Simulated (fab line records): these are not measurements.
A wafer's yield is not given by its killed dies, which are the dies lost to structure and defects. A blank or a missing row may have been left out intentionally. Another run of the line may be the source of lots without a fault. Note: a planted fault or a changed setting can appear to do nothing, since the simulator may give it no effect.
fab line records :: flow berkeleyCmos170
record
  lots=5
  wafers=23
route steps=331 shown M3@326
startH: start of the lot's first displayed wafer, in hours after the record's first day :: waitH: hours elapsed since this lot's preceding step :: " the same as in the row above :: L1.1+2: several wafers, shown together as one row :: - either no value or no given start :: * or withheld: withheld :: < > ~ a bound
route shown NAME@n: NAME is a module with steps in the file, n the number in the route of the first one :: usual: mean/standard deviation taken from wafers without a fault :: same: alike in all rows :: chamber/n: place in a boat :: sites: per-site readings :: _std_site: their standard deviation :: _edge_site: mean of outer sites minus mean of inner sites :: radiusMm: for every site, how far away it sits from the centre of the wafer :: mask NAME#n: copy n :: behind: the tool/chamber that last shaped the wafer :: hold: cause of the lot's hold/its duration in hours/its outcome :: device: the n, p or np transistor that did not switch :: end of line: the route-end tests of the same wafers :: for a step that has no rows: nothing shown but its recipe :: killed: dies lost to structure and defects at the first sort, not the wafer's yield :: map: shows each die of a wafer: x if killed, . if not, _ if none is there
set.NAME: the run value of the setting; set.NAME@STEP: its run value at that earlier step :: model.NAME: the simulator's own value behind a step, which no gauge read
one table per step and one row per wafer, for lots whose settings were changed on purpose
## steps
# step UCB170_M3_ETCH_17
# recipe
  chemistry=N2/H2
  targetDepthA=withheld
  overetchA=withheld
  target=BARC
  timeS=withheld
  sourceW=500
  biasW=100
  pressureMtorr=30
  n2FlowSccm=100
  h2FlowSccm=200
lot.wafer: L074.1+5+6
tool: rieDiel-04
chamber: 1,2,0
startH: 190.95
waitH: 0.0
set.pressureMtorr: 30

lot.wafer: L076.1+3+4+5+6
tool: rieDiel-04
chamber: 1,2,3,2,1
startH: 193.18
waitH: 0.0
set.pressureMtorr: 25.81

lot.wafer: L079.2+3+4+5+6
tool: rieDiel-01
chamber: 2,0,3,0,3
startH: 193.77
waitH: 0.0
set.pressureMtorr: 33.05

lot.wafer: L080.1+2+3+4+6
tool: rieDiel-01
chamber: 1,3,2,0,0
startH: 216.27
waitH: 0.0
set.pressureMtorr: 27.54

lot.wafer: L083.1+2+3+4+5
tool: rieDiel-01
chamber: 0,2,1,3,1
startH: 225.33
waitH: 0.0
set.pressureMtorr: 28.45
# step UCB170_M3_METAL_ETCH_18
# recipe
  chemistry=Cl2/BCl3
  target=Al
  stopOn=SiO2
  pressureMtorr=12
  targetDepthA=11700
  overEtchFrac=0.3
  timeS=195
  icpW=600
  biasW=120
  Cl2_flow_sccm=90
  bcl3FlowSccm=45
lot.wafer: L074.1
tool: rieMetal-02
chamber: 0
startH: 191.00
waitH: -
set.resistThkNm@M3_COAT_10: 900
model.KrF_of_M3_COAT_10.thkNm: 219.7

lot.wafer: L074.5
tool: rieMetal-02
chamber: 1
startH: 191.00
waitH: -
set.resistThkNm@M3_COAT_10: 900
model.KrF_of_M3_COAT_10.thkNm: 192.8

lot.wafer: L074.6
tool: rieMetal-02
chamber: 0
startH: 191.00
waitH: -
set.resistThkNm@M3_COAT_10: 900
model.KrF_of_M3_COAT_10.thkNm: 218.5

lot.wafer: L076.1
tool: rieMetal-02
chamber: 1
startH: 193.23
waitH: -
set.resistThkNm@M3_COAT_10: 900
model.KrF_of_M3_COAT_10.thkNm: 204.1

lot.wafer: L076.3
tool: rieMetal-02
chamber: 0
startH: 193.23
waitH: -
set.resistThkNm@M3_COAT_10: 900
model.KrF_of_M3_COAT_10.thkNm: 229

lot.wafer: L076.4
tool: rieMetal-02
chamber: 1
startH: 193.23
waitH: -
set.resistThkNm@M3_COAT_10: 900
model.KrF_of_M3_COAT_10.thkNm: 203.7

lot.wafer: L076.5
tool: rieMetal-02
chamber: 0
startH: 193.23
waitH: -
set.resistThkNm@M3_COAT_10: 851.1
model.KrF_of_M3_COAT_10.thkNm: 183.1

lot.wafer: L076.6
tool: rieMetal-02
chamber: 1
startH: 193.23
waitH: -
set.resistThkNm@M3_COAT_10: 851.1
model.KrF_of_M3_COAT_10.thkNm: 161.5

lot.wafer: L079.2
tool: rieMetal-03
chamber: 0
startH: 193.82
waitH: -
set.resistThkNm@M3_COAT_10: 863.6
model.KrF_of_M3_COAT_10.thkNm: 159.2

lot.wafer: L079.3
tool: rieMetal-03
chamber: 0
startH: 193.82
waitH: -
set.resistThkNm@M3_COAT_10: 863.6
model.KrF_of_M3_COAT_10.thkNm: 166.9

lot.wafer: L079.4
tool: rieMetal-03
chamber: 1
startH: 193.82
waitH: -
set.resistThkNm@M3_COAT_10: 900
model.KrF_of_M3_COAT_10.thkNm: 195.1

lot.wafer: L079.5
tool: rieMetal-03
chamber: 1
startH: 193.82
waitH: -
set.resistThkNm@M3_COAT_10: 900
model.KrF_of_M3_COAT_10.thkNm: 194

lot.wafer: L079.6
tool: rieMetal-03
chamber: 0
startH: 193.82
waitH: -
set.resistThkNm@M3_COAT_10: 900
model.KrF_of_M3_COAT_10.thkNm: 195.3

lot.wafer: L080.1
tool: rieMetal-03
chamber: 0
startH: 216.31
waitH: -
set.resistThkNm@M3_COAT_10: 900
model.KrF_of_M3_COAT_10.thkNm: 205.6

lot.wafer: L080.2
tool: rieMetal-03
chamber: 1
startH: 216.31
waitH: -
set.resistThkNm@M3_COAT_10: 900
model.KrF_of_M3_COAT_10.thkNm: 203.6

lot.wafer: L080.3
tool: rieMetal-03
chamber: 0
startH: 216.31
waitH: -
set.resistThkNm@M3_COAT_10: 900
model.KrF_of_M3_COAT_10.thkNm: 204.6

lot.wafer: L080.4
tool: rieMetal-03
chamber: 1
startH: 216.31
waitH: -
set.resistThkNm@M3_COAT_10: 900
model.KrF_of_M3_COAT_10.thkNm: 209.2

lot.wafer: L080.6
tool: rieMetal-03
chamber: 0
startH: 216.31
waitH: -
set.resistThkNm@M3_COAT_10: 900
model.KrF_of_M3_COAT_10.thkNm: 213.9

lot.wafer: L083.1
tool: rieMetal-03
chamber: 1
startH: 225.37
waitH: -
set.resistThkNm@M3_COAT_10: 922.3
model.KrF_of_M3_COAT_10.thkNm: 215.8

lot.wafer: L083.2
tool: rieMetal-03
chamber: 0
startH: 225.37
waitH: -
set.resistThkNm@M3_COAT_10: 922.3
model.KrF_of_M3_COAT_10.thkNm: 218.1

lot.wafer: L083.3
tool: rieMetal-03
chamber: 0
startH: 225.37
waitH: -
set.resistThkNm@M3_COAT_10: 900
model.KrF_of_M3_COAT_10.thkNm: 200.8

lot.wafer: L083.4
tool: rieMetal-03
chamber: 1
startH: 225.37
waitH: -
set.resistThkNm@M3_COAT_10: 922.3
model.KrF_of_M3_COAT_10.thkNm: 215

lot.wafer: L083.5
tool: rieMetal-03
chamber: 0
startH: 225.37
waitH: -
set.resistThkNm@M3_COAT_10: 900
model.KrF_of_M3_COAT_10.thkNm: 191.1
# step UCB170_M3_STRIP_19
# recipe
  chemistry=O2
  powerW=400
  pressureMtorr=3500
  platenTempC=withheld
  o2FlowSccm=400
  overashFraction=0.5
# usual
  oesProductAu=0.542/0.012
lot.wafer: L074.1
tool: plasmaAsher-04
chamber: 1
startH: 191.18
waitH: 0.1
set.resistThkNm@M3_COAT_10: 900
oesProductAu: 0.554

lot.wafer: L074.5
tool: plasmaAsher-04
chamber: 1
startH: 191.18
waitH: 0.1
set.resistThkNm@M3_COAT_10: 900
oesProductAu: 0.527

lot.wafer: L074.6
tool: plasmaAsher-04
chamber: 0
startH: 191.18
waitH: 0.1
set.resistThkNm@M3_COAT_10: 900
oesProductAu: 0.548

lot.wafer: L076.1
tool: plasmaAsher-01
chamber: 1
startH: 193.41
waitH: 0.1
set.resistThkNm@M3_COAT_10: 900
oesProductAu: 0.537

lot.wafer: L076.3
tool: plasmaAsher-01
chamber: 1
startH: 193.41
waitH: 0.1
set.resistThkNm@M3_COAT_10: 900
oesProductAu: 0.563

lot.wafer: L076.4
tool: plasmaAsher-01
chamber: 0
startH: 193.41
waitH: 0.1
set.resistThkNm@M3_COAT_10: 900
oesProductAu: 0.535

lot.wafer: L076.5
tool: plasmaAsher-01
chamber: 0
startH: 193.41
waitH: 0.1
set.resistThkNm@M3_COAT_10: 851.1
oesProductAu: 0.515

lot.wafer: L076.6
tool: plasmaAsher-01
chamber: 1
startH: 193.41
waitH: 0.1
set.resistThkNm@M3_COAT_10: 851.1
oesProductAu: 0.493

lot.wafer: L079.2
tool: plasmaAsher-02
chamber: 1
startH: 194.00
waitH: 0.1
set.resistThkNm@M3_COAT_10: 863.6
oesProductAu: 0.482

lot.wafer: L079.3
tool: plasmaAsher-02
chamber: 0
startH: 194.00
waitH: 0.1
set.resistThkNm@M3_COAT_10: 863.6
oesProductAu: 0.499

lot.wafer: L079.4
tool: plasmaAsher-02
chamber: 1
startH: 194.00
waitH: 0.1
set.resistThkNm@M3_COAT_10: 900
oesProductAu: 0.531

lot.wafer: L079.5
tool: plasmaAsher-02
chamber: 0
startH: 194.00
waitH: 0.1
set.resistThkNm@M3_COAT_10: 900
oesProductAu: 0.525

lot.wafer: L079.6
tool: plasmaAsher-02
chamber: 1
startH: 194.00
waitH: 0.1
set.resistThkNm@M3_COAT_10: 900
oesProductAu: 0.531

lot.wafer: L080.1
tool: plasmaAsher-04
chamber: 0
startH: 216.50
waitH: 0.1
set.resistThkNm@M3_COAT_10: 900
oesProductAu: 0.539

lot.wafer: L080.2
tool: plasmaAsher-04
chamber: 1
startH: 216.50
waitH: 0.1
set.resistThkNm@M3_COAT_10: 900
oesProductAu: 0.532

lot.wafer: L080.3
tool: plasmaAsher-04
chamber: 0
startH: 216.50
waitH: 0.1
set.resistThkNm@M3_COAT_10: 900
oesProductAu: 0.537

lot.wafer: L080.4
tool: plasmaAsher-04
chamber: 1
startH: 216.50
waitH: 0.1
set.resistThkNm@M3_COAT_10: 900
oesProductAu: 0.538

lot.wafer: L080.6
tool: plasmaAsher-04
chamber: 1
startH: 216.50
waitH: 0.1
set.resistThkNm@M3_COAT_10: 900
oesProductAu: 0.547

lot.wafer: L083.1
tool: plasmaAsher-01
chamber: 1
startH: 225.56
waitH: 0.1
set.resistThkNm@M3_COAT_10: 922.3
oesProductAu: 0.554

lot.wafer: L083.2
tool: plasmaAsher-01
chamber: 0
startH: 225.56
waitH: 0.1
set.resistThkNm@M3_COAT_10: 922.3
oesProductAu: 0.546

lot.wafer: L083.3
tool: plasmaAsher-01
chamber: 1
startH: 225.56
waitH: 0.1
set.resistThkNm@M3_COAT_10: 900
oesProductAu: 0.535

lot.wafer: L083.4
tool: plasmaAsher-01
chamber: 0
startH: 225.56
waitH: 0.1
set.resistThkNm@M3_COAT_10: 922.3
oesProductAu: 0.548

lot.wafer: L083.5
tool: plasmaAsher-01
chamber: 0
startH: 225.56
waitH: 0.1
set.resistThkNm@M3_COAT_10: 900
oesProductAu: 0.521
## key
split
  step=UCB170_M3_ETCH_17
  setting=pressureMtorr
  stated=30
  by=lot
response none clear
split outsideThisFile step=UCB170_M3_COAT_10 setting=resistThkNm
# split outsideThisFile: this setting was split too, and the file shows its column; the key of that split is in another file
